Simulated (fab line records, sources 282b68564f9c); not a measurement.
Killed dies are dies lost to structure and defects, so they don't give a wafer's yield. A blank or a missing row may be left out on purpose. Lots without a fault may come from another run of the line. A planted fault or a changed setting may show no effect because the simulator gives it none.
fab line records | flow rit_cmos
record lots=14 wafers=42 last_day=7
route steps=202 shown SILICIDE@162 M1@202
lots that met no fault: from a run of the same line without faults
start_h: hours from the record's first day to the start of the lot's first wafer shown | wait_h: hours since the lot's step before | " the same as in the row above | L1.1+2: a row that stands for several wafers | - no value, or no start given | * or withheld: withheld | < > ~ a bound
route shown NAME@n: a module of which the file shows steps, and the number in the route of the first | usual: mean/standard deviation of fault-free wafers | same: alike in all rows | chamber/n: place in a boat | sites: the reading at each site | _std_site: their standard deviation | _edge_site: outer sites' mean less inner sites' | radius_mm: how far each site lies from the wafer's centre | mask NAME#n: copy n | behind: the tool/chamber that last shaped the wafer | hold: why the lot was held/for how many hours/how that ended | device: the transistor (n, p or np) that didn't switch | end of line: the same wafers' tests at the end of the route | a step without rows: its recipe alone | killed: dies lost to structure and defects at the first sort, not the wafer's yield | map: a wafer's dies, x killed, . not, _ none there
set.NAME: the setting as run; set.NAME@STEP: as run at that earlier step | model.NAME: the simulator's own value behind a step, which no gauge read
steps of the route over a sample of lots; a table a step, a row a wafer
services: from which hour (start_h, from the record's first day; less than 0 if before it) a tool's chamber was out of use, for how many hours, and why
## steps
# step RIT_SILICIDE_SPUTTER_01
# recipe material=Ti target_thk_nm=30 power_w=350 chamber_pressure_pa=0.667 gas=Ar time_s=240 substrate_temp_c=25
# usual substrate_temp_c=25.02/0.11 throttle_valve_pct=30.2/1.4
# columns lot.wafer tool chamber start_h wait_h substrate_temp_c throttle_valve_pct
L509.1 pvd_sputter-01 - 61.64 0.0 25.13 32.0
L509.2 " - " " 25.13 29.6
L509.4 " - " " 25.13 30.3
L511.1 pvd_sputter-01 - 72.93 0.0 24.96 30.7
L511.3 " - " " 25.06 29.4
L511.6 " - " " 25.11 29.4
L512.3 pvd_sputter-04 - 75.73 0.0 24.98 31.4
L512.4 " - " " 25.11 29.7
L512.6 " - " " 24.85 31.7
L513.1 pvd_sputter-01 - 80.04 0.0 25.05 29.5
L513.2 " - " " 24.84 29.6
L513.4 " - " " 25.00 31.7
L514.2 pvd_sputter-04 - 87.82 0.0 24.97 31.3
L514.3 " - " " 24.87 29.7
L514.6 " - " " 25.00 31.4
L515.1 pvd_sputter-02 - 90.40 0.0 24.98 28.0
L515.2 " - " " 24.98 28.0
L515.4 " - " " 24.71 29.1
L516.1 pvd_sputter-04 - 94.56 0.0 24.94 31.3
L516.3 " - " " 24.96 32.1
L516.6 " - " " 24.93 31.2
L517.1 pvd_sputter-01 - 100.72 0.0 24.97 30.7
L517.3 " - " " 25.14 29.1
L517.4 " - " " 25.00 29.4
L520.3 pvd_sputter-04 - 114.93 0.0 24.87 31.5
L520.4 " - " " 25.11 31.6
L520.5 " - " " 25.19 29.5
L522.3 pvd_sputter-04 - 128.09 0.0 24.73 31.2
L522.4 " - " " 25.03 31.7
L522.5 " - " " 24.98 29.3
L523.1 pvd_sputter-02 - 132.08 0.0 25.14 28.9
L523.2 " - " " 25.13 28.7
L523.5 " - " " 24.96 27.9
L525.2 pvd_sputter-02 - 144.59 0.0 25.11 29.1
L525.4 " - " " 24.97 28.1
L525.6 " - " " 25.01 28.0
L527.1 pvd_sputter-02 - 158.77 0.0 25.01 28.0
L527.3 " - " " 25.12 29.0
L527.6 " - " " 25.15 28.1
L529.2 pvd_sputter-02 - 166.18 0.0 25.13 28.8
L529.3 " - " " 24.93 27.8
L529.5 " - " " 25.08 29.1
# step RIT_SILICIDE_RS_MEAS_02
# recipe thk_meas_gauge=four-point-probe reads=Ti_of_SILICIDE_SPUTTER_01
# usual SILICIDE_TI_RS=48.2/0.74
# columns lot.wafer tool chamber start_h wait_h SILICIDE_TI_RS[ohm/sq]
L509.1 film_metro-04 - 61.79 0.1 47.0
L509.2 " - " " 47.3
L509.4 " - " " 47.6
L511.1 film_metro-01 - 73.08 0.1 47.2
L511.3 " - " " 47.7
L511.6 " - " " 47.5
L512.3 film_metro-03 - 75.92 0.1 48.6
L512.4 " - " " 48.3
L512.6 " - " " 49.2
L513.1 film_metro-01 - 80.19 0.1 48.4
L513.2 " - " " 48.3
L513.4 " - " " 48.1
L514.2 film_metro-04 - 87.99 0.1 48.7
L514.3 " - " " 49.3
L514.6 " - " " 48.2
L515.1 film_metro-04 - 90.55 0.1 48.3
L515.2 " - " " 48.4
L515.4 " - " " 48.2
L516.1 film_metro-04 - 94.71 0.1 47.6
L516.3 " - " " 49.2
L516.6 " - " " 48.5
L517.1 film_metro-01 - 100.87 0.1 47.1
L517.3 " - " " 46.6
L517.4 " - " " 47.2
L520.3 film_metro-01 - 115.12 0.1 30.3
L520.4 " - " " 30.9
L520.5 " - " " 30.5
L522.3 film_metro-01 - 128.28 0.1 30.2
L522.4 " - " " 30.4
L522.5 " - " " 30.3
L523.1 film_metro-03 - 132.23 0.1 48.1
L523.2 " - " " 48.1
L523.5 " - " " 48.0
L525.2 film_metro-04 - 144.76 0.1 49.6
L525.4 " - " " 49.7
L525.6 " - " " 49.1
L527.1 film_metro-01 - 158.92 0.1 47.3
L527.3 " - " " 47.8
L527.6 " - " " 47.7
L529.2 film_metro-04 - 166.35 0.1 47.1
L529.3 " - " " 47.5
L529.5 " - " " 47.2
# step RIT_SILICIDE_THK_MEAS_03
# recipe thk_meas_gauge=xrf reads=Ti_of_SILICIDE_SPUTTER_01
# usual SILICIDE_TI_THK=29.7/0.35
# columns lot.wafer tool chamber start_h wait_h SILICIDE_TI_THK[nm]
L509.1 film_metro-04 - 61.91 0.1 30.2
L509.2 " - " " 30.2
L509.4 " - " " 30.1
L511.1 film_metro-01 - 73.20 0.1 30.2
L511.3 " - " " 30.0
L511.6 " - " " 30.0
L512.3 film_metro-03 - 76.02 0.1 29.6
L512.4 " - " " 29.7
L512.6 " - " " 29.4
L513.1 film_metro-01 - 80.31 0.1 29.6
L513.2 " - " " 29.5
L513.4 " - " " 29.8
L514.2 film_metro-04 - 88.10 0.1 29.6
L514.3 " - " " 29.4
L514.6 " - " " 29.9
L515.1 film_metro-04 - 90.67 0.1 29.8
L515.2 " - " " 29.7
L515.4 " - " " 29.8
L516.1 film_metro-04 - 94.83 0.1 30.0
L516.3 " - " " 29.3
L516.6 " - " " 29.6
L517.1 film_metro-01 - 100.99 0.1 30.1
L517.3 " - " " 30.5
L517.4 " - " " 29.9
L520.3 film_metro-01 - 115.22 0.1 42.8
L520.4 " - " " 42.6
L520.5 " - " " 42.6
L522.3 film_metro-01 - 128.38 0.1 43.2
L522.4 " - " " 43.0
L522.5 " - " " 43.3
L523.1 film_metro-03 - 132.35 0.1 29.6
L523.2 " - " " 29.6
L523.5 " - " " 29.7
L525.2 film_metro-04 - 144.87 0.1 29.3
L525.4 " - " " 29.1
L525.6 " - " " 29.5
L527.1 film_metro-01 - 159.04 0.1 29.9
L527.3 " - " " 29.8
L527.6 " - " " 29.7
L529.2 film_metro-04 - 166.46 0.1 30.3
L529.3 " - " " 30.3
L529.5 " - " " 30.2
# step RIT_M1_PROBE_99
# usual killed_at_contacts=0.1/0.27 killed_at_front_end=6.4/2.9 killed_dies=6.5/3 killed_open=3.3/1.9 killed_short=3.2/1.7
# same gross_dies=264 killed_at_M0_to_M3=0 killed_at_M4_up=0 killed_at_back_side=0 killed_at_other=0
# columns lot.wafer tool chamber start_h wait_h killed_at_contacts killed_at_front_end killed_dies killed_open killed_short
L513.1 prober-02 - 87.26 0.1 0 9 9 3 6
L513.2 prober-02 - 87.31 0.1 0 10 10 5 5
L513.4 prober-02 - 87.41 0.2 0 8 8 2 6
L516.1 prober-01 - 101.55 0.1 0 5 5 3 2
L516.3 prober-01 - 101.65 0.2 0 4 4 2 2
L516.6 prober-01 - 101.80 0.2 0 4 4 2 2
L522.3 prober-01 - 135.97 0.2 0 7 7 4 3
L522.4 prober-01 - 136.02 0.2 0 5 5 2 3
L522.5 prober-01 - 136.07 0.2 0 3 3 1 2
# killed by level:class
L513.1 SILICIDE:geometric_particle:short=3 GATE:geometric_particle:open=2 GATE:geometric_particle:short=2 FOX2:geometric_particle:short=1 SILICIDE:geometric_particle:open=1
L513.2 FOX1:geometric_particle:open=2 GATE:geometric_particle:open=2 GATE:geometric_particle:short=2 FOX1:geometric_particle:short=1 FOX2:geometric_particle:short=1 REOX:geometric_particle:open=1 REOX:geometric_particle:short=1
L513.4 GATE:geometric_particle:short=4 GATE:geometric_particle:open=2 SPACER:geometric_particle:short=1 SILICIDE:geometric_particle:short=1
L516.1 SILICIDE:geometric_particle:open=3 SILICIDE:geometric_particle:short=2
L516.3 FOX1:geometric_particle:open=1 GATE:geometric_particle:short=1 SPACER:geometric_particle:short=1 SPACER:geometric_particle:open=1
L516.6 GATE:geometric_particle:short=2 FOX1:geometric_particle:open=1 GATE:geometric_particle:open=1
L522.3 FOX1:geometric_particle:open=2 GATE:geometric_particle:open=2 FOX2:geometric_particle:short=1 GATE:geometric_particle:short=1 SPACER:geometric_particle:short=1
L522.4 GATE:geometric_particle:short=2 FOX1:geometric_particle:open=1 GATE:geometric_particle:open=1 SPACER:geometric_particle:short=1
L522.5 GATE:geometric_particle:short=1 REOX:geometric_particle:short=1 SPACER:geometric_particle:open=1
## services
# columns tool chamber start_h hours kind
pvd_sputter-01 - 44.78 3.7 repair
pvd_sputter-02 - 50.02 6.7 repair
pvd_sputter-04 - 50.11 2.4 repair
pvd_sputter-01 - 67.50 0.5 repair
pvd_sputter-01 - 102.39 2.7 repair
## key
first_sign step=RIT_SILICIDE_RS_MEAS_02 reading=SILICIDE_TI_RS direction=down sigmas=24 usual=48.2 struck=30.4
effect step=RIT_SILICIDE_THK_MEAS_03 reading=SILICIDE_TI_THK direction=up sigmas=38 usual=29.7 struck=42.9
met_at RIT_SILICIDE_SPUTTER_01
struck_lots L520,L522
rows_end L520.3,L520.4,L520.5
tester_left_out L522
onset_between 94.56 114.93
fault kind=process_parameter_drift tool=pvd_sputter-04 chamber=- onset_h=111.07 steps=RIT_SILICIDE_SPUTTER_01 channel=target_thk_nm offset=13.5 shape=step end_h=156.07 stated=30
# tester_left_out: of these lots the tester's yield and bins aren't shown, on N5 and GAA mostly nor the transistor test; their killed dies are dies lost to structure and defects alone, not to doping, threshold or leakage, so they don't give the yield
# rows_end: these wafers met a further fault down the route, and their rows from its step on are left out
